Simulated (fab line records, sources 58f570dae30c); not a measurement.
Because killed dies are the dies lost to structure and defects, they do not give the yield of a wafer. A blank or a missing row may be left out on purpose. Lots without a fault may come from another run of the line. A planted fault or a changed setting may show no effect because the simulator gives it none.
A struck lot beside a sound one | flow berkeleyCmos170 | 20 steps out of a route of 331
Sound: wafers L954.1, L954.2, L954.5. Wafers L961.1, L961.4, L961.5 were the ones struck. The cause is named last.
Each step with rows lists, per side, the tool, then ch with its chambers, then its first start. Under that, the readings that differ: sound wafers | struck wafers | difference of the means | sigmas: that difference in standard deviations of wafers without a fault.
alike: readings whose means differ by less than 2 such deviations, and words and numbers that are the same on both sides. not compared: withheld readings, readings that some wafer has no value for, bounds like >300 that may hide the same value, and numbers for which the record gives no deviation and whose values overlap.
Wherever a step has rows on one side only, a row that says differs or no value, or a row with sigmas, the two part there. When numbers do not overlap yet have no deviation, they are printed without sigmas and do not part them. Lack of a reading on every wafer of one side parts them only where that side has two or more wafers.

first, 3 steps without rows for these wafers: UCB170_ACTIVE_EXPOSE_10 (exposes mask ACTIVE, target cd 1200 nm); UCB170_ACTIVE_PEB_11; UCB170_ACTIVE_DEVELOP_12 (develop time 45 s).
UCB170_ACTIVE_CD_MEAS_13: target cd 1200 nm.
  sound on cdSem-01, day 5 07:19; struck on cdSem-02, day 6 12:52
  alike: cdNm
UCB170_ACTIVE_OVL_MEAS_14:
  sound on overlay-01, day 5 07:26; struck on overlay-01, day 6 12:59
  alike: ACTIVE_OVL
UCB170_ACTIVE_ETCH_15: etches Si3N4 in CH3F/Ar/O2, stops on SiO2, target depth 242 nm, time 151 s.
  sound on rieDiel-01 ch 2,3, day 5 07:29; struck on rieDiel-02 ch 0,1,3, day 6 13:01
  alike: drypumpMotorCurrentA, oesProductAu, throttleValvePct
  not compared: rfHoursCounterH
UCB170_ACTIVE_STRIP_16: strips in O2.
  sound on plasmaAsher-02 ch 0,1, day 5 07:35; struck on plasmaAsher-03 ch 0,1, day 6 13:07
  alike: drypumpMotorCurrentA, oesProductAu, stripTimeToEndpointS
  not compared: rfHoursCounterH
UCB170_ACTIVE_CD_MEAS_90: target cd 1200 nm.
  sound on cdSem-02, day 5 07:41; struck on cdSem-02, day 6 13:13
  alike: cdNm
then, 4 steps without rows for these wafers: UCB170_ACTIVE_CLEAN_17 (cleans in SPM, time 600 s); UCB170_PFIELD_HMDS_00 (prime time 60 s); UCB170_PFIELD_COAT_01 (resist thk 900 nm); UCB170_PFIELD_SOFTBAKE_02 (time 60 s).
UCB170_PFIELD_EXPOSE_03: exposes mask PFIELD, target cd 1500 nm.
  sound on krfScanner-01 ch 0, day 5 09:50; struck on krfScanner-01 ch 0, day 6 15:18
reading | sound                      | struck                  | difference | sigmas
mask    | PFIELD#0 PFIELD#0 PFIELD#0 | NWELL#0 NWELL#0 NWELL#0 | differs    | 
then, 2 steps without rows for these wafers: UCB170_PFIELD_PEB_04; UCB170_PFIELD_DEVELOP_05 (develop time 45 s).
UCB170_PFIELD_OVL_MEAS_06:
  sound on overlay-02, day 5 10:23; struck on overlay-01, day 6 16:10
reading         | sound    | struck | difference                    | sigmas
PFIELD_OVL (nm) | -1 -3 -3 | - - -  | no value on the struck wafers | 
following that, these wafers have no rows for 1 step: UCB170_PFIELD_IMPLANT_07.
UCB170_PFIELD_STRIP_08: strips in O2.
  sound on plasmaAsher-02 ch 0,1, day 5 10:34; struck on plasmaAsher-02 ch 0,1, day 6 16:22
  alike: drypumpMotorCurrentA, oesProductAu, stripTimeToEndpointS
  not compared: rfHoursCounterH
UCB170_PFIELD_TW_MEAS_09:
  sound on filmMetro-02, day 5 10:40; struck on filmMetro-02, day 6 16:28
reading   | sound       | struck   | difference | sigmas
PFIELD_TW | 588 592 592 | 30 30 30 | -561       | -76
then, 1 step without rows for these wafers: UCB170_FIELD_CLEAN_00 (cleans in dHF, time 7.5 s).

## WHERE THEY PART
First at UCB170_PFIELD_EXPOSE_03; last, within this record, at UCB170_PFIELD_TW_MEAS_09.

WHY: what had been put in by the simulator
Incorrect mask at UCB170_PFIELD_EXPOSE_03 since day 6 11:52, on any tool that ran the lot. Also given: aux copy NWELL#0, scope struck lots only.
